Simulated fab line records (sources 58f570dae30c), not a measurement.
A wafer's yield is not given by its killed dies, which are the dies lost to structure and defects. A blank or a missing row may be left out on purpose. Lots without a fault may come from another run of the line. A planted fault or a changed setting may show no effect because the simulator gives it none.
fab line records | flow berkeleyCmos170 | part 1 of 2: steps 1 to 26 of 36
record lots=5 wafers=15 lastDay=13
route steps=331 shown PLDD@153 NLDD@158 SPACER@171 PSD@175 NSD@187
lots with no fault: from the same line, run without faults
startH: hours from the record's first day to the start of the lot's first wafer shown | waitH: time in hours since the lot's previous step | " as in the row above | L1.1+2: one row covering several wafers at once | - no value, or no start was given | * or withheld: withheld | < > ~ a bound
route shown NAME@n: NAME is a module with steps in the file, n the number in the route of the first one | usual: average and standard deviation across the fault-free wafers | same: alike in all rows | chamber/n: place in a boat | sites: each site's reading | _std_site: standard deviation of those values | _edge_site: outer sites' mean less inner sites' | radiusMm: for every site, how far away it sits from the centre of the wafer | mask NAME#n: copy n | behind: the last tool/chamber to shape the wafer | hold: reason for holding the lot/hours on hold/outcome of the hold | device: names the non-switching transistor (n, p or np) | end of line: at the end of the route, the tests of the same wafers | step lacking rows: just its recipe | killed: dies that structure and defects cost at the first sort, which is not the same as the wafer's yield | map: a wafer's dies, marking killed ones x, the rest . and places with no die _
set.NAME: setting as actually run; set.NAME@STEP: the setting as run at that earlier step | model.NAME: the simulator's own value behind a step, which no gauge read
a table for each step, a row for each wafer; lots at some steps of the route
services: from which hour (startH, from the record's first day; less than 0 if before it) a tool's chamber was out of use, for how many hours, and why
## steps
# step UCB170_PLDD_IMPLANT_08
# recipe species=BF2 doseCm2=5e+13 energyKev=10 tiltDeg=7 rotationDeg=0
# same implantIonAmu=49
# columns lot.wafer tool chamber startH waitH
L080.1+3+5 implanter-03 0 186.22 0.0
L082.1+2+6 implanter-01 0 192.92 0.0
L085.1+4+6 implanter-01 0 198.29 0.0
L086.1+4+5 implanter-03 0 213.79 0.0
L095.2+4+6 implanter-04 0 280.99 0.0
# step UCB170_PLDD_IMPLANT_09
# recipe species=BF2 doseCm2=5e+13 energyKev=10 tiltDeg=7 rotationDeg=180
# same implantIonAmu=49
# columns lot.wafer tool chamber startH waitH
L080.1+3+5 implanter-03 0 186.37 0.1
L082.1+2+6 implanter-01 0 193.07 0.1
L085.1+4+6 implanter-01 0 198.44 0.1
L086.1+4+5 implanter-03 0 213.94 0.1
L095.2+4+6 implanter-04 0 281.14 0.1
# step UCB170_PLDD_STRIP_10
# recipe chemistry=O2 powerW=400 pressureMtorr=3500 platenTempC=withheld o2FlowSccm=400 overashFraction=0.5
# usual drypumpMotorCurrentA=5.6/0.34 oesProductAu=0.735/0.0037 stripTimeToEndpointS=21.61/0.062
# columns lot.wafer tool chamber startH waitH drypumpMotorCurrentA oesProductAu rfHoursCounterH stripTimeToEndpointS
L080.1 plasmaAsher-03 1 186.52 0.1 6.2 0.731 8 21.61
L080.3 " 0 " " 5.9 0.733 - 21.60
L080.5 " 0 " " 5.9 0.731 - 21.58
L082.1 plasmaAsher-04 0 193.22 0.1 5.4 0.731 45 21.69
L082.2 " 1 " " 5.3 0.742 45 21.68
L082.6 " 1 " " 5.3 0.738 - 21.61
L085.1 plasmaAsher-03 1 198.59 0.1 6.1 0.734 9 21.56
L085.4 " 0 " " 5.9 0.738 - 21.61
L085.6 " 1 " " 6.2 0.739 - 21.54
L086.1 plasmaAsher-03 0 214.09 0.1 5.8 0.739 10 21.63
L086.4 " 0 " " 5.8 0.736 - 21.59
L086.5 " 0 " " 5.8 0.738 - 21.67
L095.2 plasmaAsher-04 0 281.26 0.1 5.4 0.726 53 21.68
L095.4 " 1 " " 5.3 0.735 - 21.60
L095.6 " 0 " " 5.4 0.737 - 21.62
# step UCB170_PLDD_TW_MEAS_11
# usual PLDD_TW=1008/8.3
# columns lot.wafer tool chamber startH waitH PLDD_TW
L080.1 filmMetro-03 - 186.62 0.1 1009
L080.3 " - " " 1010
L080.5 " - " " 1010
L082.1 filmMetro-03 - 193.32 0.1 1014
L082.2 " - " " 1007
L082.6 " - " " 1017
L085.1 filmMetro-01 - 198.69 0.1 999
L085.4 " - " " 1000
L085.6 " - " " 1003
L086.1 filmMetro-03 - 214.19 0.1 1013
L086.4 " - " " 1013
L086.5 " - " " 1016
L095.2 filmMetro-03 - 281.37 0.1 1011
L095.4 " - " " 1014
L095.6 " - " " 1012
# step UCB170_PLDD_CLEAN_12
# recipe chemistry=SPM tempC=120 timeS=600
# usual bathHeatDutyPct=13.2/1 tempC=120.04/0.14
# columns lot.wafer tool chamber startH waitH bathHeatDutyPct tempC
L080.1 wetBench-04 0 186.80 0.2 13.4 120.19
L080.3 " 0 " " 11.5 120.32
L080.5 " 0 " " 12.1 120.18
L082.1 wetBench-04 1 193.38 0.1 13.5 120.04
L082.2 " 1 " " 13.8 120.16
L082.6 " 1 " " 13.4 119.94
L085.1 wetBench-01 0 198.75 0.1 14.1 119.82
L085.4 " 0 " " 12.9 119.84
L085.6 " 0 " " 13.6 120.01
L086.1 wetBench-04 3 214.33 0.1 14.3 119.91
L086.4 " 3 " " 15.4 119.82
L086.5 " 3 " " 15.3 119.96
L095.2 wetBench-04 3 281.52 0.1 13.5 120.00
L095.4 " 3 " " 13.7 120.04
L095.6 " 3 " " 14.1 120.30
# step UCB170_NLDD_HMDS_00
# recipe primeTimeS=60 primeTempC=100
# usual chillPlateTempC=22.99/0.11
# columns lot.wafer tool chamber startH waitH chillPlateTempC
L080.1 lithoTrack-04 0 186.98 0.0 22.95
L080.3 " 0 " " 22.86
L080.5 " 0 " " 22.73
L082.1 lithoTrack-03 0 193.56 0.0 23.06
L082.2 " 0 " " 22.94
L082.6 " 0 " " 23.06
L085.1 lithoTrack-01 0 198.93 0.0 22.83
L085.4 " 0 " " 22.80
L085.6 " 0 " " 22.93
L086.1 lithoTrack-01 0 215.09 0.4 22.98
L086.4 " 0 " " 23.07
L086.5 " 0 " " 22.90
L095.2 lithoTrack-03 0 281.99 0.1 23.06
L095.4 " 0 " " 22.96
L095.6 " 0 " " 22.91
# step UCB170_NLDD_COAT_01
# recipe resist=KrF spinRpm=1500 resistThkNm=900
# usual chillPlateTempC=23.01/0.11 dispensePressureKPa=52.3/2.2
# columns lot.wafer tool chamber startH waitH chillPlateTempC dispensePressureKPa
L080.1 lithoTrack-04 0 187.13 0.1 22.83 48.9
L080.3 " 0 " " 22.89 48.9
L080.5 " 0 " " 22.96 48.9
L082.1 lithoTrack-03 0 193.71 0.1 23.08 53.7
L082.2 " 0 " " 23.02 53.7
L082.6 " 0 " " 22.99 53.7
L085.1 lithoTrack-01 0 199.08 0.1 23.03 53.7
L085.4 " 0 " " 23.18 53.7
L085.6 " 0 " " 22.99 53.8
L086.1 lithoTrack-01 0 215.24 0.1 23.13 53.7
L086.4 " 0 " " 23.14 53.7
L086.5 " 0 " " 22.89 53.7
L095.2 lithoTrack-03 0 282.14 0.1 22.84 53.7
L095.4 " 0 " " 23.11 53.7
L095.6 " 0 " " 23.00 53.7
# step UCB170_NLDD_SOFTBAKE_02
# recipe resist=KrF tempC=130 timeS=60
# usual chillPlateTempC=23.03/0.11 heaterPowerTotalW=56.80/0.043
# columns lot.wafer tool chamber startH waitH chillPlateTempC heaterPowerTotalW
L080.1 lithoTrack-04 0 187.28 0.1 23.23 56.80
L080.3 " 0 " " 23.22 56.76
L080.5 " 0 " " 23.24 56.78
L082.1 lithoTrack-03 0 193.86 0.1 23.10 56.84
L082.2 " 0 " " 22.89 56.87
L082.6 " 0 " " 23.00 56.82
L085.1 lithoTrack-01 0 199.23 0.1 23.04 56.85
L085.4 " 0 " " 22.84 56.79
L085.6 " 0 " " 23.13 56.81
L086.1 lithoTrack-01 0 215.39 0.1 22.73 56.79
L086.4 " 0 " " 22.97 56.78
L086.5 " 0 " " 22.76 56.81
L095.2 lithoTrack-03 0 282.29 0.1 23.10 56.81
L095.4 " 0 " " 23.13 56.75
L095.6 " 0 " " 23.06 56.79
# step UCB170_NLDD_EXPOSE_03
# recipe maskId=NSELECT na=0.5 sigmaOuter=0.6 sourceShape=conventional targetCdNm=1200 doseMj=30
# columns lot.wafer tool chamber startH waitH mask
L080.1+3+5 krfScanner-01 0 187.43 0.1 NSELECT#0
L082.1+2+6 krfScanner-01 0 194.01 0.1 NSELECT#0
L085.1+4+6 krfScanner-01 0 199.38 0.1 NSELECT#0
L086.1+4+5 krfScanner-02 0 215.66 0.2 NSELECT#0
L095.2+4+6 krfScanner-01 0 282.60 0.3 NSELECT#0
# step UCB170_NLDD_PEB_04
# recipe pebTempC=130 pebTimeS=withheld resist=KrF
# usual chillPlateTempC=22.99/0.097 heaterPowerTotalW=56.80/0.046
# columns lot.wafer tool chamber startH waitH chillPlateTempC heaterPowerTotalW
L080.1 lithoTrack-01 0 187.62 0.2 22.95 56.82
L080.3 " 0 " " 23.12 56.77
L080.5 " 0 " " 22.90 56.83
L082.1 lithoTrack-01 0 194.12 0.1 22.93 56.86
L082.2 " 0 " " 22.96 56.80
L082.6 " 0 " " 23.08 56.90
L085.1 lithoTrack-01 0 199.49 0.1 22.90 56.85
L085.4 " 0 " " 22.99 56.82
L085.6 " 0 " " 22.98 56.79
L086.1 lithoTrack-03 0 216.26 0.6 23.12 56.78
L086.4 " 0 " " 23.08 56.83
L086.5 " 0 " " 23.09 56.80
L095.2 lithoTrack-03 0 282.89 0.3 22.90 56.73
L095.4 " 0 " " 23.05 56.82
L095.6 " 0 " " 22.99 56.76
# step UCB170_NLDD_DEVELOP_05
# recipe developer=TMAH developTimeS=45 resist=KrF devTempC=21
# usual chillPlateTempC=22.99/0.097
# columns lot.wafer tool chamber startH waitH chillPlateTempC
L080.1 lithoTrack-01 0 - - 23.05
L080.3 " 0 " " 22.98
L080.5 " 0 " " 23.02
L082.1 lithoTrack-01 0 - - 22.92
L082.2 " 0 " " 22.90
L082.6 " 0 " " 23.03
L085.1 lithoTrack-01 0 - - 23.13
L085.4 " 0 " " 22.90
L085.6 " 0 " " 22.91
L086.1 lithoTrack-03 0 - - 22.97
L086.4 " 0 " " 22.99
L086.5 " 0 " " 22.96
L095.2 lithoTrack-03 0 - - 23.21
L095.4 " 0 " " 23.05
L095.6 " 0 " " 23.15
# step UCB170_NLDD_CD_MEAS_06
# recipe targetCdNm=1200
# usual cdNm=1200.1/1.8
# columns lot.wafer tool chamber startH waitH cdNm
L080.1 cdSem-02 - 187.89 - 1198.0
L080.3 " - " " 1198.2
L080.5 " - " " 1200.1
L082.1 cdSem-01 - 194.54 - 1201.4
L082.2 " - " " 1201.3
L082.6 " - " " 1203.4
L085.1 cdSem-02 - 199.77 - 1200.7
L085.4 " - " " 1200.2
L085.6 " - " " 1199.5
L086.1 cdSem-01 - 216.54 - 1200.6
L086.4 " - " " 1199.3
L086.5 " - " " 1200.8
L095.2 cdSem-01 - 283.34 - 1200.5
L095.4 " - " " 1201.2
L095.6 " - " " 1198.3
# step UCB170_NLDD_OVL_MEAS_07
# usual NLDD_OVL=1/6.2
# columns lot.wafer tool chamber startH waitH NLDD_OVL[nm]
L080.1 overlay-01 - 188.01 0.1 -7
L080.3 " - " " 0
L080.5 " - " " 2
L082.1 overlay-02 - 194.66 0.1 3
L082.2 " - " " -1
L082.6 " - " " -7
L085.1 overlay-01 - 199.89 0.1 -5
L085.4 " - " " -6
L085.6 " - " " -8
L086.1 overlay-02 - 216.66 0.1 10
L086.4 " - " " 2
L086.5 " - " " 6
L095.2 overlay-01 - 283.44 0.1 1
L095.4 " - " " 1
L095.6 " - " " 19
# step UCB170_NLDD_IMPLANT_08
# recipe species=As doseCm2=5e+13 energyKev=30 tiltDeg=7 rotationDeg=0
# same implantIonAmu=75
# columns lot.wafer tool chamber startH waitH
L080.1+3+5 implanter-04 0 188.05 0.0
L082.1+2+6 implanter-04 0 194.70 0.0
L085.1+4+6 implanter-02 0 199.93 0.0
L086.1+4+5 implanter-04 0 216.69 0.0
L095.2+4+6 implanter-04 0 283.50 0.0
# step UCB170_NLDD_IMPLANT_09
# recipe species=As doseCm2=5e+13 energyKev=30 tiltDeg=7 rotationDeg=180
# same implantIonAmu=75
# columns lot.wafer tool chamber startH waitH
L080.1+3+5 implanter-04 0 188.20 0.1
L082.1+2+6 implanter-04 0 194.85 0.1
L085.1+4+6 implanter-02 0 200.08 0.1
L086.1+4+5 implanter-04 0 216.84 0.1
L095.2+4+6 implanter-04 0 283.65 0.1
# step UCB170_NLDD_STRIP_10
# recipe chemistry=O2 powerW=400 pressureMtorr=3500 platenTempC=withheld o2FlowSccm=400 overashFraction=0.5
# usual drypumpMotorCurrentA=6.1/0.47 oesProductAu=0.734/0.0053 stripTimeToEndpointS=21.61/0.058
# columns lot.wafer tool chamber startH waitH drypumpMotorCurrentA oesProductAu rfHoursCounterH stripTimeToEndpointS
L080.1 plasmaAsher-02 1 188.35 0.1 6.1 0.729 47 21.51
L080.3 " 0 " " 6.7 0.735 - 21.61
L080.5 " 0 " " 6.7 0.731 - 21.60
L082.1 plasmaAsher-03 1 195.00 0.1 6.2 0.730 9 21.58
L082.2 " 0 " " 5.8 0.732 9 21.69
L082.6 " 0 " " 5.9 0.740 - 21.66
L085.1 plasmaAsher-01 1 200.23 0.1 5.2 0.739 40 21.53
L085.4 " 1 " " 5.2 0.728 - 21.60
L085.6 " 0 " " 5.7 0.733 - 21.52
L086.1 plasmaAsher-02 1 216.99 0.1 6.1 0.730 50 21.63
L086.4 " 0 " " 6.7 0.730 - 21.58
L086.5 " 0 " " 6.7 0.727 - 21.67
L095.2 plasmaAsher-03 1 283.77 0.1 6.2 0.736 18 21.72
L095.4 " 0 " " 5.9 0.732 - 21.63
L095.6 " 0 " " 5.8 0.732 - 21.68
# step UCB170_NLDD_TW_MEAS_11
# usual NLDD_TW=2212/16
# columns lot.wafer tool chamber startH waitH NLDD_TW
L080.1 filmMetro-01 - 188.45 0.1 2189
L080.3 " - " " 2193
L080.5 " - " " 2194
L082.1 filmMetro-02 - 195.12 0.1 2227
L082.2 " - " " 2215
L082.6 " - " " 2225
L085.1 filmMetro-02 - 200.33 0.1 2211
L085.4 " - " " 2214
L085.6 " - " " 2208
L086.1 filmMetro-03 - 217.09 0.1 2224
L086.4 " - " " 2230
L086.5 " - " " 2224
L095.2 filmMetro-03 - 283.88 0.1 2232
L095.4 " - " " 2230
L095.6 " - " " 2223
# step UCB170_NLDD_CLEAN_12
# recipe chemistry=SPM tempC=120 timeS=600
# usual bathHeatDutyPct=13.0/1.1 tempC=120.00/0.15
# columns lot.wafer tool chamber startH waitH bathHeatDutyPct tempC
L080.1 wetBench-04 1 188.51 0.1 13.7 119.86
L080.3 " 1 " " 12.2 119.81
L080.5 " 1 " " 14.6 119.72
L082.1 wetBench-04 3 195.18 0.1 14.7 120.28
L082.2 " 3 " " 14.2 120.13
L082.6 " 3 " " 14.6 120.30
L085.1 wetBench-04 0 200.39 0.1 13.0 120.11
L085.4 " 0 " " 12.8 119.90
L085.6 " 0 " " 12.0 120.02
L086.1 wetBench-04 0 217.37 0.3 12.2 119.77
L086.4 " 0 " " 12.9 120.05
L086.5 " 0 " " 11.7 119.88
L095.2 wetBench-02 0 284.46 0.6 11.9 120.13
L095.4 " 0 " " 10.8 120.09
L095.6 " 0 " " 12.1 120.14
# step UCB170_SPACER_CVD_00
# recipe material=SiO2 targetThkNm=376 tempC=390 precursor=TEOS/O2 timeS=47 rfW=550 pressureMtorr=9000
# usual heaterPowerW=258/56
# columns lot.wafer tool chamber startH waitH heaterPowerW
L080.1 pecvd-01 0 188.68 0.0 319
L080.3 " 2 " " 205
L080.5 " 2 " " 218
L082.1 pecvd-01 2 195.35 0.0 252
L082.2 " 1 " " 388
L082.6 " 1 " " 290
L085.1 pecvd-02 1 200.56 0.0 234
L085.4 " 1 " " 158
L085.6 " 2 " " 175
L086.1 pecvd-01 2 217.54 0.0 230
L086.4 " 0 " " 311
L086.5 " 2 " " 248
L095.2 pecvd-01 1 284.64 0.0 354
L095.4 " 0 " " 318
L095.6 " 2 " " 238
# step UCB170_SPACER_THK_MEAS_01
# recipe reads=SiO2_of_SPACER_CVD_00
# usual SPACER_TEOS_THK=376/5.4
# columns lot.wafer tool chamber startH waitH SPACER_TEOS_THK[nm]
L080.1 filmMetro-03 - 188.73 0.0 369
L080.3 " - " " 374
L080.5 " - " " 378
L082.1 filmMetro-03 - 195.40 0.0 375
L082.2 " - " " 369
L082.6 " - " " 375
L085.1 filmMetro-01 - 200.60 0.0 372
L085.4 " - " " 378
L085.6 " - " " 381
L086.1 filmMetro-03 - 217.59 0.0 370
L086.4 " - " " 372
L086.5 " - " " 373
L095.2 filmMetro-03 - 284.69 0.0 374
L095.4 " - " " 378
L095.6 " - " " 384
# step UCB170_SPACER_ANNEAL_02
# recipe tempC=900 timeS=1800 ambient=N2
# columns lot.wafer tool chamber startH waitH
L080.1+3+5 furnace-02 0 193.87 5.1
L082.1+2+6 furnace-02 0 206.41 11.0
L085.1+4+6 furnace-02 0 206.41 5.8
L086.1+4+5 furnace-01 0 221.57 4.0
L095.2+4+6 furnace-01 0 286.61 1.9
# step UCB170_SPACER_ETCHBACK_03
# recipe stopOn=Si target=SiO2 chemistry=CHF3/CF4/Ar CHF3_flow_sccm=50 cf4FlowSccm=10 Ar_flow_sccm=120 pressureMtorr=200 rfW=500 targetDepthA=3760 timeS=100
# usual drypumpMotorCurrentA=5.6/0.55 oesProductAu=0.904/0.015 throttleValvePct=6.47/0.11
# columns lot.wafer tool chamber startH waitH drypumpMotorCurrentA oesProductAu rfHoursCounterH throttleValvePct
L080.1 rieDiel-03 2 195.37 0.0 6.1 0.893 28 6.49
L080.3 " 1 " " 5.2 0.899 9 6.51
L080.5 " 0 " " 4.7 0.908 - 6.60
L082.1 rieDiel-03 2 207.91 0.0 6.1 0.900 29 6.51
L082.2 " 1 " " 5.2 0.896 9 6.51
L082.6 " 2 " " 6.1 0.897 - 6.49
L085.1 rieDiel-04 1 207.91 0.0 5.0 0.887 36 6.29
L085.4 " 0 " " 5.7 0.883 - 6.28
L085.6 " 2 " " 5.9 0.937 - 6.30
L086.1 rieDiel-02 3 223.07 0.0 5.8 0.908 5 6.52
L086.4 " 0 " " 5.9 0.915 16 6.62
L086.5 " 0 " " 5.8 0.904 - 6.63
L095.2 rieDiel-02 1 288.11 0.0 5.0 0.899 67 6.43
L095.4 " 2 " " 5.1 0.908 21 6.52
L095.6 " 1 " " 5.0 0.918 - 6.43
# step UCB170_PSD_HMDS_00
# recipe primeTimeS=60 primeTempC=100
# usual chillPlateTempC=23.00/0.099
# columns lot.wafer tool chamber startH waitH chillPlateTempC
L080.1 lithoTrack-03 0 195.68 0.3 22.98
L080.3 " 0 " " 23.11
L080.5 " 0 " " 22.92
L082.1 lithoTrack-04 0 207.98 0.0 23.00
L082.2 " 0 " " 22.96
L082.6 " 0 " " 23.02
L085.1 lithoTrack-03 0 208.03 0.1 23.07
L085.4 " 0 " " 22.92
L085.6 " 0 " " 23.12
L086.1 lithoTrack-02 0 223.25 0.1 22.87
L086.4 " 0 " " 23.03
L086.5 " 0 " " 23.00
L095.2 lithoTrack-03 0 288.33 0.2 22.96
L095.4 " 0 " " 23.02
L095.6 " 0 " " 23.04
# step UCB170_PSD_COAT_01
# recipe resist=KrF spinRpm=1500 resistThkNm=900
# usual chillPlateTempC=22.99/0.12 dispensePressureKPa=52/3
# columns lot.wafer tool chamber startH waitH chillPlateTempC dispensePressureKPa
L080.1 lithoTrack-03 0 195.83 0.1 22.91 54
L080.3 " 0 " " 22.95 54
L080.5 " 0 " " 22.79 54
L082.1 lithoTrack-04 0 208.13 0.1 22.98 49
L082.2 " 0 " " 23.12 49
L082.6 " 0 " " 23.07 49
L085.1 lithoTrack-03 0 208.18 0.1 23.09 54
L085.4 " 0 " " 23.27 54
L085.6 " 0 " " 23.34 54
L086.1 lithoTrack-02 0 223.40 0.1 23.05 56
L086.4 " 0 " " 23.22 56
L086.5 " 0 " " 23.11 56
L095.2 lithoTrack-03 0 288.48 0.1 23.17 54
L095.4 " 0 " " 23.11 54
L095.6 " 0 " " 22.93 54
# step UCB170_PSD_SOFTBAKE_02
# recipe resist=KrF tempC=130 timeS=60
# usual chillPlateTempC=23.03/0.11 heaterPowerTotalW=56.80/0.045
# columns lot.wafer tool chamber startH waitH chillPlateTempC heaterPowerTotalW
L080.1 lithoTrack-03 0 195.98 0.1 23.11 56.80
L080.3 " 0 " " 23.12 56.81
L080.5 " 0 " " 23.21 56.78
L082.1 lithoTrack-04 0 208.28 0.1 23.04 56.81
L082.2 " 0 " " 22.86 56.83
L082.6 " 0 " " 22.95 56.71
L085.1 lithoTrack-03 0 208.33 0.1 23.03 56.80
L085.4 " 0 " " 22.95 56.77
L085.6 " 0 " " 22.95 56.73
L086.1 lithoTrack-02 0 223.55 0.1 23.09 56.76
L086.4 " 0 " " 23.01 56.80
L086.5 " 0 " " 22.89 56.71
L095.2 lithoTrack-03 0 288.63 0.1 23.00 56.75
L095.4 " 0 " " 23.07 56.81
L095.6 " 0 " " 23.04 56.81
# step UCB170_PSD_EXPOSE_03
# recipe maskId=PSELECT_MOD na=0.5 sigmaOuter=0.6 sourceShape=conventional targetCdNm=1200 doseMj=30
# columns lot.wafer tool chamber startH waitH mask
L080.1+3+5 krfScanner-01 0 196.13 0.1 PSELECT_MOD#0
L082.1+2+6 krfScanner-01 0 208.55 0.2 PSELECT_MOD#0
L085.1+4+6 krfScanner-01 0 208.79 0.4 PSELECT_MOD#0
L086.1+4+5 krfScanner-01 0 223.83 0.2 PSELECT_MOD#0
L095.2+4+6 krfScanner-01 0 288.90 0.2 PSELECT_MOD#0
